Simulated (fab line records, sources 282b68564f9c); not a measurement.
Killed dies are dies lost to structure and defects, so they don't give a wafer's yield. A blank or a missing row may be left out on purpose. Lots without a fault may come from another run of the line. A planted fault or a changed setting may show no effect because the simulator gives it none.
Which tool did it? | flow rit_cmos | 15 lots, 45 wafers sampled, at 2 steps of a route of 202

WHAT THE GAUGES READ, wafer by wafer
The record holds no reading of a measuring or inspecting step that can be judged against a usual standard deviation.

WHICH TOOL RAN EACH LOT (tool, then ch and the chambers of the sampled wafers, then the start)
lot  | RIT_ACTIVE_DEVELOP_10            | RIT_M1_PROBE_99
L496 | litho_track-01 ch 0, day 2 00:00 | -
L497 | litho_track-02 ch 0, day 2 05:00 | -
L498 | litho_track-01 ch 0, day 2 10:00 | -
L499 | litho_track-01 ch 0, day 2 16:00 | -
L500 | litho_track-02 ch 0, day 2 20:00 | -
L501 | litho_track-02 ch 0, day 3 01:00 | -
L503 | litho_track-02 ch 0, day 3 11:00 | -
L505 | litho_track-02 ch 0, day 3 21:00 | prober-01, day 5 16:56
L506 | litho_track-03 ch 0, day 4 02:00 | -
L507 | litho_track-02 ch 0, day 4 07:00 | prober-02, day 6 03:38
L509 | litho_track-02 ch 0, day 4 17:00 | -
L510 | litho_track-02 ch 0, day 4 22:00 | -
L511 | litho_track-02 ch 0, day 5 03:00 | -
L512 | litho_track-01 ch 0, day 5 09:00 | prober-01, day 7 03:05
L513 | litho_track-03 ch 0, day 5 13:00 | -
- RIT_ACTIVE_DEVELOP_10: develop time 50 s.
- RIT_M1_PROBE_99

WHAT THE TOOLS THEMSELVES READ (means of the sampled wafers that have a number; where no wafer has one, the mark that the record gives instead)
RIT_ACTIVE_DEVELOP_10. Usual: developer_temp_C 23.01 C, standard deviation 0.11.
lot  | tool           | developer_temp_C (C) | flag
L496 | litho_track-01 | 23.05                |
L497 | litho_track-02 | 22.96                |
L498 | litho_track-01 | 22.99                |
L499 | litho_track-01 | 23.14                |
L500 | litho_track-02 | 22.90                |
L501 | litho_track-02 | 23.19                |
L503 | litho_track-02 | 23.04                |
L505 | litho_track-02 | 23.10                |
L506 | litho_track-03 | 22.95                |
L507 | litho_track-02 | 22.94                |
L509 | litho_track-02 | 20.60                | OFF
L510 | litho_track-02 | 20.54                | OFF
L511 | litho_track-02 | 20.69                | OFF
L512 | litho_track-01 | 23.11                |
L513 | litho_track-03 | 23.04                |

RIT_M1_PROBE_99. Usual: killed_at_M0_to_M3 0.0, standard deviation 0.12; killed_at_contacts 0.1, standard deviation 0.23; killed_at_front_end 7, standard deviation 3.1; killed_dies 7, standard deviation 3.1; killed_open 3.4, standard deviation 2.1; killed_short 3.5, standard deviation 2.
lot  | tool      | killed_at_M0_to_M3 | killed_at_contacts | killed_at_front_end | killed_dies | killed_open | killed_short | flag
L505 | prober-01 | 0.0                | 0.0                | 9                   | 9           | 4.0         | 5.3          |
L507 | prober-02 | 0.0                | 0.0                | 6                   | 6           | 2.7         | 3.0          |
L512 | prober-01 | 0.0                | 0.0                | 6                   | 6           | 3.7         | 2.7          |

THE ANSWER, worked out from the rows above alone
Rule: a lot is off if the mean of its wafers that have a number lies more than 3 standard deviations from the usual mean. A lot without any number at a reading at which 4 lots or more have one is off too. The other lots that the step has rows for count as sound. The gauges are gone through in route order, then the tools' own readings, and for those a lot's mean is taken as printed above. The first step at which some lot is off is used, and at that step the reading that is off furthest; a lot without a number counts as furthest.
Off: L509, L510, L511, at RIT_ACTIVE_DEVELOP_10 (developer_temp_C).
A tool fits if, at that step or a process step before it, it ran every lot that is off, and no sound lot after the first of them. One fits: litho_track-02 at RIT_ACTIVE_DEVELOP_10. Its last sound lot is L507 (day 4 07:00), its first lot that is off L509 (day 4 17:00): a fault that began between those two fits.
The tool's own readings at RIT_ACTIVE_DEVELOP_10 bear it out: on the lots that are off they differ by more than 5 times the standard deviation of the sound lots' means. developer_temp_C reads 20.61 C there against 23.03 C on the sound lots.

WHAT THE SIMULATOR HAD PUT IN
Process parameter drift: litho_track-02, from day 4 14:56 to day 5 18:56, at RIT_ACTIVE_DEVELOP_10. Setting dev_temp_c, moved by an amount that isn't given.
Lots struck among those shown: L509, L510, L511. The rule above found the same.
